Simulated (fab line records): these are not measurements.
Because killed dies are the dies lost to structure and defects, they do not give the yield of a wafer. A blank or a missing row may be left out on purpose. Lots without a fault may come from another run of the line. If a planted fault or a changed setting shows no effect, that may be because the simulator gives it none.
The tool behind it: which one? || flow berkeley_cmos170 || 42 wafers from 14 lots sampled at 6 of the route's 331 steps

## WHAT THE GAUGES READ, wafer by wafer
UCB170_ACTIVE_THK_MEAS_03.
{"lot": "L634", "measured": "day 4 10:07", "on": "film_metro-03", "ACTIVE_OXIDE_THK (nm)": "24.9 25.4 25.5"}
{"lot": "L638", "measured": "day 4 19:42", "on": "film_metro-03", "ACTIVE_OXIDE_THK (nm)": "25.9 26.2 26.2"}
{"lot": "L637", "measured": "day 4 19:44", "on": "film_metro-01", "ACTIVE_OXIDE_THK (nm)": "26.8 27.3 27.3"}
{"lot": "L640", "measured": "day 5 13:56", "on": "film_metro-01", "ACTIVE_OXIDE_THK (nm)": "26.7 26.5 26.6"}
{"lot": "L641", "measured": "day 5 13:57", "on": "film_metro-02", "ACTIVE_OXIDE_THK (nm)": "26.9 26.5 26.5"}
{"lot": "L642", "measured": "day 6 00:36", "on": "film_metro-02", "ACTIVE_OXIDE_THK (nm)": "25.8 25.8 26.2"}
{"lot": "L645", "measured": "day 6 14:23", "on": "film_metro-01", "ACTIVE_OXIDE_THK (nm)": "27.2 26.8 27.3"}
{"lot": "L649", "measured": "day 7 07:32", "on": "film_metro-02", "ACTIVE_OXIDE_THK (nm)": "25.8 26.2 25.8"}
{"lot": "L650", "measured": "day 7 21:50", "on": "film_metro-02", "ACTIVE_OXIDE_THK (nm)": "27.4 26.7 27.3"}
{"lot": "L653", "measured": "day 8 08:30", "on": "film_metro-03", "ACTIVE_OXIDE_THK (nm)": "26.0 26.0 26.2"}
{"lot": "L652", "measured": "day 8 15:55", "on": "film_metro-02", "ACTIVE_OXIDE_THK (nm)": "26.2 26.1 26.1"}
{"lot": "L654", "measured": "day 8 15:55", "on": "film_metro-01", "ACTIVE_OXIDE_THK (nm)": "25.7 25.7 26.0"}
{"lot": "L655", "measured": "day 8 15:57", "on": "film_metro-03", "ACTIVE_OXIDE_THK (nm)": "26.0 26.0 26.1"}
{"lot": "L657", "measured": "day 9 08:00", "on": "film_metro-01", "ACTIVE_OXIDE_THK (nm)": "25.5 25.9 26.1"}

UCB170_SPACER_THK_MEAS_01.
{"lot": "L634", "measured": "day 7 05:51", "on": "film_metro-04", "SPACER_TEOS_THK (nm)": "373 389 385"}
{"lot": "L638", "measured": "day 7 14:56", "on": "film_metro-04", "SPACER_TEOS_THK (nm)": "372 377 382"}
{"lot": "L637", "measured": "day 7 16:07", "on": "film_metro-02", "SPACER_TEOS_THK (nm)": "374 381 382"}
{"lot": "L640", "measured": "day 8 13:28", "on": "film_metro-04", "SPACER_TEOS_THK (nm)": "374 377 382"}
{"lot": "L641", "measured": "day 8 12:37", "on": "film_metro-04", "SPACER_TEOS_THK (nm)": "372 377 376"}
{"lot": "L642", "measured": "day 8 23:18", "on": "film_metro-04", "SPACER_TEOS_THK (nm)": "366 379 374"}
{"lot": "L645", "measured": "day 9 23:37", "on": "film_metro-03", "SPACER_TEOS_THK (nm)": "335 335 346"}
{"lot": "L649", "measured": "day 10 08:34", "on": "film_metro-02", "SPACER_TEOS_THK (nm)": "340 345 346"}
{"lot": "L650", "measured": "day 11 03:19", "on": "film_metro-04", "SPACER_TEOS_THK (nm)": "372 368 379"}
{"lot": "L653", "measured": "day 11 03:19", "on": "film_metro-02", "SPACER_TEOS_THK (nm)": "370 374 370"}
{"lot": "L652", "measured": "day 11 15:20", "on": "film_metro-03", "SPACER_TEOS_THK (nm)": "372 374 375"}
{"lot": "L654", "measured": "day 11 14:41", "on": "film_metro-04", "SPACER_TEOS_THK (nm)": "365 366 378"}
{"lot": "L655", "measured": "day 11 14:59", "on": "film_metro-02", "SPACER_TEOS_THK (nm)": "373 378 379"}
{"lot": "L657", "measured": "day 12 05:15", "on": "film_metro-02", "SPACER_TEOS_THK (nm)": "373 374 377"}

UCB170_V2_THK_MEAS_01.
{"lot": "L634", "measured": "day 8 09:31", "on": "film_metro-02", "V2_TEOS_THK (nm)": "2001 2015 2051"}
{"lot": "L638", "measured": "day 8 15:46", "on": "film_metro-02", "V2_TEOS_THK (nm)": "2023 2001 2067"}
{"lot": "L637", "measured": "day 8 18:41", "on": "film_metro-01", "V2_TEOS_THK (nm)": "2007 2038 2026"}
{"lot": "L640", "measured": "day 9 21:08", "on": "film_metro-04", "V2_TEOS_THK (nm)": "1951 1960 1963"}
{"lot": "L641", "measured": "day 9 17:45", "on": "film_metro-02", "V2_TEOS_THK (nm)": "1992 2050 2006"}
{"lot": "L642", "measured": "day 10 05:19", "on": "film_metro-01", "V2_TEOS_THK (nm)": "2007 2034 2007"}
{"lot": "L645", "measured": "day 11 06:52", "on": "film_metro-02", "V2_TEOS_THK (nm)": "1953 1978 2008"}
{"lot": "L649", "measured": "day 11 11:29", "on": "film_metro-04", "V2_TEOS_THK (nm)": "1989 2042 2035"}
{"lot": "L650", "measured": "day 12 16:49", "on": "film_metro-01", "V2_TEOS_THK (nm)": "1967 1973 2002"}
{"lot": "L653", "measured": "day 12 07:36", "on": "film_metro-01", "V2_TEOS_THK (nm)": "1961 2015 2008"}
{"lot": "L652", "measured": "day 12 20:07", "on": "film_metro-02", "V2_TEOS_THK (nm)": "1998 1990 1998"}
{"lot": "L654", "measured": "day 12 16:53", "on": "film_metro-02", "V2_TEOS_THK (nm)": "2029 1979 2027"}
{"lot": "L655", "measured": "day 12 20:20", "on": "film_metro-01", "V2_TEOS_THK (nm)": "2025 2037 1997"}
{"lot": "L657", "measured": "day 13 09:11", "on": "film_metro-02", "V2_TEOS_THK (nm)": "1971 2030 2012"}

## EACH LOT AND THE TOOL THAT RAN IT (in order: tool; ch and the chambers of the sampled wafers; start)
{"lot": "L634", "UCB170_SPACER_CVD_00": "pecvd-02 ch 0,1, day 7 05:47", "UCB170_SPACER_ETCHBACK_03": "rie_diel-04 ch 1,2, day 7 10:37", "UCB170_SDANNEAL_RTA_00": "rtp_anneal-02 ch 0, day 7 17:44"}
{"lot": "L638", "UCB170_SPACER_CVD_00": "pecvd-02 ch 0,1, day 7 14:54", "UCB170_SPACER_ETCHBACK_03": "rie_diel-02 ch 0,2,3, day 7 20:29", "UCB170_SDANNEAL_RTA_00": "rtp_anneal-02 ch 0, day 8 01:18"}
{"lot": "L637", "UCB170_SPACER_CVD_00": "pecvd-01 ch 1,2, day 7 16:04", "UCB170_SPACER_ETCHBACK_03": "rie_diel-04 ch 1,2,3, day 7 20:29", "UCB170_SDANNEAL_RTA_00": "rtp_anneal-01 ch 0, day 8 01:29"}
{"lot": "L640", "UCB170_SPACER_CVD_00": "pecvd-02 ch 1,2, day 8 13:25", "UCB170_SPACER_ETCHBACK_03": "rie_diel-04 ch 0,1, day 8 21:18", "UCB170_SDANNEAL_RTA_00": "rtp_anneal-01 ch 0, day 9 02:19"}
{"lot": "L641", "UCB170_SPACER_CVD_00": "pecvd-01 ch 0,2, day 8 12:32", "UCB170_SPACER_ETCHBACK_03": "rie_diel-02 ch 0,1,2, day 8 21:18", "UCB170_SDANNEAL_RTA_00": "rtp_anneal-01 ch 0, day 9 01:46"}
{"lot": "L642", "UCB170_SPACER_CVD_00": "pecvd-03 ch 1,2, day 8 23:14", "UCB170_SPACER_ETCHBACK_03": "rie_diel-02 ch 0,1, day 9 06:56", "UCB170_SDANNEAL_RTA_00": "rtp_anneal-02 ch 0, day 9 11:02"}
{"lot": "L645", "UCB170_SPACER_CVD_00": "pecvd-01 ch 0,1,2, day 9 23:34", "UCB170_SPACER_ETCHBACK_03": "rie_diel-03 ch 0,1,2, day 10 06:17", "UCB170_SDANNEAL_RTA_00": "rtp_anneal-02 ch 0, day 10 10:47"}
{"lot": "L649", "UCB170_SPACER_CVD_00": "pecvd-01 ch 0,1,2, day 10 08:31", "UCB170_SPACER_ETCHBACK_03": "rie_diel-03 ch 1,2, day 10 13:58", "UCB170_SDANNEAL_RTA_00": "rtp_anneal-01 ch 0, day 10 18:53"}
{"lot": "L650", "UCB170_SPACER_CVD_00": "pecvd-03 ch 0,2, day 11 03:16", "UCB170_SPACER_ETCHBACK_03": "rie_diel-04 ch 1,2,3, day 11 08:57", "UCB170_SDANNEAL_RTA_00": "rtp_anneal-01 ch 0, day 11 15:07"}
{"lot": "L653", "UCB170_SPACER_CVD_00": "pecvd-02 ch 0,2, day 11 03:16", "UCB170_SPACER_ETCHBACK_03": "rie_diel-03 ch 0,2, day 11 08:57", "UCB170_SDANNEAL_RTA_00": "rtp_anneal-02 ch 0, day 11 14:22"}
{"lot": "L652", "UCB170_SPACER_CVD_00": "pecvd-02 ch 0,1,2, day 11 15:18", "UCB170_SPACER_ETCHBACK_03": "rie_diel-04 ch 1,2,3, day 11 19:08", "UCB170_SDANNEAL_RTA_00": "rtp_anneal-02 ch 0, day 12 00:37"}
{"lot": "L654", "UCB170_SPACER_CVD_00": "pecvd-02 ch 0,1,2, day 11 14:38", "UCB170_SPACER_ETCHBACK_03": "rie_diel-02 ch 0,3, day 11 19:08", "UCB170_SDANNEAL_RTA_00": "rtp_anneal-02 ch 0, day 11 23:48"}
{"lot": "L655", "UCB170_SPACER_CVD_00": "pecvd-03 ch 0,1, day 11 14:55", "UCB170_SPACER_ETCHBACK_03": "rie_diel-03 ch 0,1, day 11 19:08", "UCB170_SDANNEAL_RTA_00": "rtp_anneal-01 ch 0, day 12 00:11"}
{"lot": "L657", "UCB170_SPACER_CVD_00": "pecvd-02 ch 0,2, day 12 05:13", "UCB170_SPACER_ETCHBACK_03": "rie_diel-02 ch 1,3, day 12 09:11", "UCB170_SDANNEAL_RTA_00": "rtp_anneal-01 ch 0, day 12 15:36"}
- UCB170_SPACER_CVD_00: deposits SiO2 from TEOS/O2, target thk 376 nm, time 47 s.
- UCB170_SPACER_ETCHBACK_03: etches SiO2 in CHF3/CF4/Ar, stops on Si, target depth 376 nm, time 100 s.
- UCB170_SDANNEAL_RTA_00: time 10 s.

## AS READ BY THE TOOLS THEMSELVES (means over the sampled wafers that have a number; for cases with no such wafer, the mark the record gives instead)
UCB170_SPACER_CVD_00.
{"lot": "L634", "tool": "pecvd-02", "heater_power_w (W)": 224, "run_length_s (s)": 75.5}
{"lot": "L638", "tool": "pecvd-02", "heater_power_w (W)": 240, "run_length_s (s)": 75.1}
{"lot": "L637", "tool": "pecvd-01", "heater_power_w (W)": 320, "run_length_s (s)": 75.1}
{"lot": "L640", "tool": "pecvd-02", "heater_power_w (W)": 305, "run_length_s (s)": 75.1}
{"lot": "L641", "tool": "pecvd-01", "heater_power_w (W)": 343, "run_length_s (s)": 75.3}
{"lot": "L642", "tool": "pecvd-03", "heater_power_w (W)": 219, "run_length_s (s)": 74.8}
{"lot": "L645", "tool": "pecvd-01", "heater_power_w (W)": 290, "run_length_s (s)": 70.6}
{"lot": "L649", "tool": "pecvd-01", "heater_power_w (W)": 299, "run_length_s (s)": 70.5}
{"lot": "L650", "tool": "pecvd-03", "heater_power_w (W)": 264, "run_length_s (s)": 74.8}
{"lot": "L653", "tool": "pecvd-02", "heater_power_w (W)": 264, "run_length_s (s)": 74.2}
{"lot": "L652", "tool": "pecvd-02", "heater_power_w (W)": 269, "run_length_s (s)": 74.7}
{"lot": "L654", "tool": "pecvd-02", "heater_power_w (W)": 262, "run_length_s (s)": 74.6}
{"lot": "L655", "tool": "pecvd-03", "heater_power_w (W)": 293, "run_length_s (s)": 75.0}
{"lot": "L657", "tool": "pecvd-02", "heater_power_w (W)": 223, "run_length_s (s)": 74.5}

UCB170_SPACER_ETCHBACK_03.
{"lot": "L634", "tool": "rie_diel-04", "drypump_motor_current_A (A)": 5.5, "oes_product_au (a.u.)": 0.910, "throttle_valve_pct (%)": 6.28}
{"lot": "L638", "tool": "rie_diel-02", "drypump_motor_current_A (A)": 5.9, "oes_product_au (a.u.)": 0.889, "throttle_valve_pct (%)": 6.48}
{"lot": "L637", "tool": "rie_diel-04", "drypump_motor_current_A (A)": 5.6, "oes_product_au (a.u.)": 0.898, "throttle_valve_pct (%)": 6.30}
{"lot": "L640", "tool": "rie_diel-04", "drypump_motor_current_A (A)": 5.4, "oes_product_au (a.u.)": 0.905, "throttle_valve_pct (%)": 6.45}
{"lot": "L641", "tool": "rie_diel-02", "drypump_motor_current_A (A)": 5.7, "oes_product_au (a.u.)": 0.894, "throttle_valve_pct (%)": 6.49}
{"lot": "L642", "tool": "rie_diel-02", "drypump_motor_current_A (A)": 5.3, "oes_product_au (a.u.)": 0.884, "throttle_valve_pct (%)": 6.46}
{"lot": "L645", "tool": "rie_diel-03", "drypump_motor_current_A (A)": 5.5, "oes_product_au (a.u.)": 0.826, "throttle_valve_pct (%)": 6.52}
{"lot": "L649", "tool": "rie_diel-03", "drypump_motor_current_A (A)": 5.5, "oes_product_au (a.u.)": 0.826, "throttle_valve_pct (%)": 6.59}
{"lot": "L650", "tool": "rie_diel-04", "drypump_motor_current_A (A)": 5.6, "oes_product_au (a.u.)": 0.886, "throttle_valve_pct (%)": 6.30}
{"lot": "L653", "tool": "rie_diel-03", "drypump_motor_current_A (A)": 5.7, "oes_product_au (a.u.)": 0.894, "throttle_valve_pct (%)": 6.50}
{"lot": "L652", "tool": "rie_diel-04", "drypump_motor_current_A (A)": 5.7, "oes_product_au (a.u.)": 0.890, "throttle_valve_pct (%)": 6.29}
{"lot": "L654", "tool": "rie_diel-02", "drypump_motor_current_A (A)": 5.8, "oes_product_au (a.u.)": 0.877, "throttle_valve_pct (%)": 6.45}
{"lot": "L655", "tool": "rie_diel-03", "drypump_motor_current_A (A)": 5.3, "oes_product_au (a.u.)": 0.882, "throttle_valve_pct (%)": 6.55}
{"lot": "L657", "tool": "rie_diel-02", "drypump_motor_current_A (A)": 5.3, "oes_product_au (a.u.)": 0.879, "throttle_valve_pct (%)": 6.42}

UCB170_SDANNEAL_RTA_00.
{"lot": "L634", "tool": "rtp_anneal-02", "lamp_power_pct (%)": 27.0, "wafer_temp_C_max": 902.5}
{"lot": "L638", "tool": "rtp_anneal-02", "lamp_power_pct (%)": 27.0, "wafer_temp_C_max": 902.8}
{"lot": "L637", "tool": "rtp_anneal-01", "lamp_power_pct (%)": 26.2, "wafer_temp_C_max": 904.7}
{"lot": "L640", "tool": "rtp_anneal-01", "lamp_power_pct (%)": 26.2, "wafer_temp_C_max": 905.1}
{"lot": "L641", "tool": "rtp_anneal-01", "lamp_power_pct (%)": 26.2, "wafer_temp_C_max": 904.6}
{"lot": "L642", "tool": "rtp_anneal-02", "lamp_power_pct (%)": 27.0, "wafer_temp_C_max": 903.5}
{"lot": "L645", "tool": "rtp_anneal-02", "lamp_power_pct (%)": 27.0, "wafer_temp_C_max": 903.1}
{"lot": "L649", "tool": "rtp_anneal-01", "lamp_power_pct (%)": 26.3, "wafer_temp_C_max": 905.1}
{"lot": "L650", "tool": "rtp_anneal-01", "lamp_power_pct (%)": 26.2, "wafer_temp_C_max": 904.8}
{"lot": "L653", "tool": "rtp_anneal-02", "lamp_power_pct (%)": 27.0, "wafer_temp_C_max": 903.1}
{"lot": "L652", "tool": "rtp_anneal-02", "lamp_power_pct (%)": 27.0, "wafer_temp_C_max": 903.4}
{"lot": "L654", "tool": "rtp_anneal-02", "lamp_power_pct (%)": 27.0, "wafer_temp_C_max": 902.7}
{"lot": "L655", "tool": "rtp_anneal-01", "lamp_power_pct (%)": 26.2, "wafer_temp_C_max": 904.0}
{"lot": "L657", "tool": "rtp_anneal-01", "lamp_power_pct (%)": 26.2, "wafer_temp_C_max": 904.9}

## THE ANSWER, worked out from the rows above alone
Rule: the lots themselves supply what counts as usual. Put in order of their means at a reading, lots are off if they are a third of the lots or fewer, leave a main group of 4 or more, and stand apart from it by a gap of 3 or more times the standard deviation of the main group's means; of several such gaps the widest counts. Not used: any main group whose means are identical at the precision the tables above print for the reading. Also off: a lot with no number at a reading for which 4 or more lots have one. The other lots that the step has rows for count as sound. The gauges are gone through in route order, then the tools' own readings, and for those a lot's mean is taken as printed above. At the first step where some lot is off, the reading lying furthest off is the one used; lots without a number count as furthest.
Off: L645, L649, seen at UCB170_SPACER_THK_MEAS_01 (SPACER_TEOS_THK). Mean 375 nm and standard deviation 3.4 in the main group.
If a tool, at a process step before that reading, ran all the lots that are off and no sound lot after the first of them, it fits. Not tried: the gauges at UCB170_SPACER_THK_MEAS_01; whatever is off there is also off at UCB170_SPACER_CVD_00, on other tools, and gauge error can't account for it. One candidate fits, namely pecvd-01 at UCB170_SPACER_CVD_00. Its last sound lot is L641 (day 8 12:32), its first lot that is off L645 (day 9 23:34): a fault that began between those two fits.
On the lots that are off, the tool's own readings at UCB170_SPACER_CVD_00 differ by more than 5 times the standard deviation of the sound lots' means, which bears it out; run_length_s reads 70.5 s there versus 74.9 s on the sound lots.

## WHAT THE SIMULATOR PUT IN
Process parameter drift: pecvd-01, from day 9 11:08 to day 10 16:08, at UCB170_SPACER_CVD_00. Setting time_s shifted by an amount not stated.
Lots struck among those shown: L645, L649. This agrees with what the rule above found.
